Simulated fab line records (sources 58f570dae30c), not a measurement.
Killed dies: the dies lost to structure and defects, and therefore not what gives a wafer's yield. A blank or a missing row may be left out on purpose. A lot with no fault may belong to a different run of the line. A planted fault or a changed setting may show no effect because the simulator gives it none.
8D (eight disciplines) problem report, filled in by code -- flow berkeleyCmos170 -- the parts of the form that need people (team, actions taken, sign-off) are left out

1. PROBLEM STATEMENT
SILICIDE_TI_RS at UCB170_SILICIDE_RS_MEAS_02 reads a mean of 29.3 ohm/sq on 9 wafers of 3 lots; wafers without a fault read 26.1 ohm/sq with a standard deviation of 0.32. Relative to the usual mean, that is a shift of +10 standard deviations.
The step: measures by four-point-probe.
The first sign was on wafer L205.2 at day 10 23:48, on filmMetro-02. The record has a number at this step for 45 wafers belonging to 15 lots. By rule, "out" or "out of limits" means more than 4 standard deviations away from the usual mean. The rest of the wafers with a number are treated as sound.

2. WHAT THIS IS AND IS NOT
question,is,is not
which readings at this step,SILICIDE_TI_RS,-
which lots,"L205, L209, L210","L195, L196, L197, L198, L200, L201, L203, L206, L213, L215, L216, L218"
which wafers of those lots,all that have a number,-
read on which gauges,"filmMetro-01, filmMetro-02",filmMetro-04
when,from day 10 23:48,"up to then (24 sound wafers); but 12 sound wafers of L213, L215, L216, L218 came after"

3. SUSPECTS, AND WHAT RULES EACH OUT
Counting: a tool at any process step up to the reading remains a suspect when it ran all the lots that are out and ran no sound lot after the first of those.
- the gauge at UCB170_SILICIDE_RS_MEAS_02 has been ruled out. 2 gauges (filmMetro-01, filmMetro-02) read the wafers that are out.
- pvdSputter-01 at UCB170_SILICIDE_SPUTTER_01 (material Ti, target thk 30 nm, time 25 s): kept. It ran every lot that is out, first L205 (day 10 23:44), and no sound lot after that; its last sound lot up to then is L206 (day 10 23:03).
After counting, what remains is pvdSputter-01 at UCB170_SILICIDE_SPUTTER_01.

4. THE CAUSE (what the simulator had put in)
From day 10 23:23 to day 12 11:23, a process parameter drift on pvdSputter-01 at UCB170_SILICIDE_SPUTTER_01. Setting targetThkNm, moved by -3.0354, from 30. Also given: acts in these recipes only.
The count eliminated every tool but this one.

5. THE CHAIN OF EFFECTS, in route order
Rows list readings where the struck wafers' mean (over those with a number) sits beyond 3 standard deviations from the usual. Readings are gone through only where the record gives a usual standard deviation; hours: the median, over the lots, of the time from a lot's start at the first step in this table giving one to that lot's start at this step; sigmas: the change measured in usual standard deviations.
hours,step,reading,usual,on struck wafers,change,sigmas
0,UCB170_SILICIDE_RS_MEAS_02,SILICIDE_TI_RS,26.1 ohm/sq,29.3,+3.2,+10
0,UCB170_SILICIDE_THK_MEAS_03,SILICIDE_TI_THK,29.81 nm,26.83,-2.98,-9.9

6. WHAT WOULD HAVE CAUGHT IT SOONER
0 hours passed between the start of the fault at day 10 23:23 and the first reading out of limits at a measuring or inspecting step in this record, taken at day 10 23:48.
Of the tool readings at UCB170_SILICIDE_SPUTTER_01 for which the record gives a usual standard deviation, none was out on any struck wafer, so an alarm limit of 4 standard deviations on them would not have fired.
Among the 3 lots that are out, L210, L209 began UCB170_SILICIDE_SPUTTER_01 on pvdSputter-01 after day 10 23:48. A hold on the tool at that time would have spared those 2.
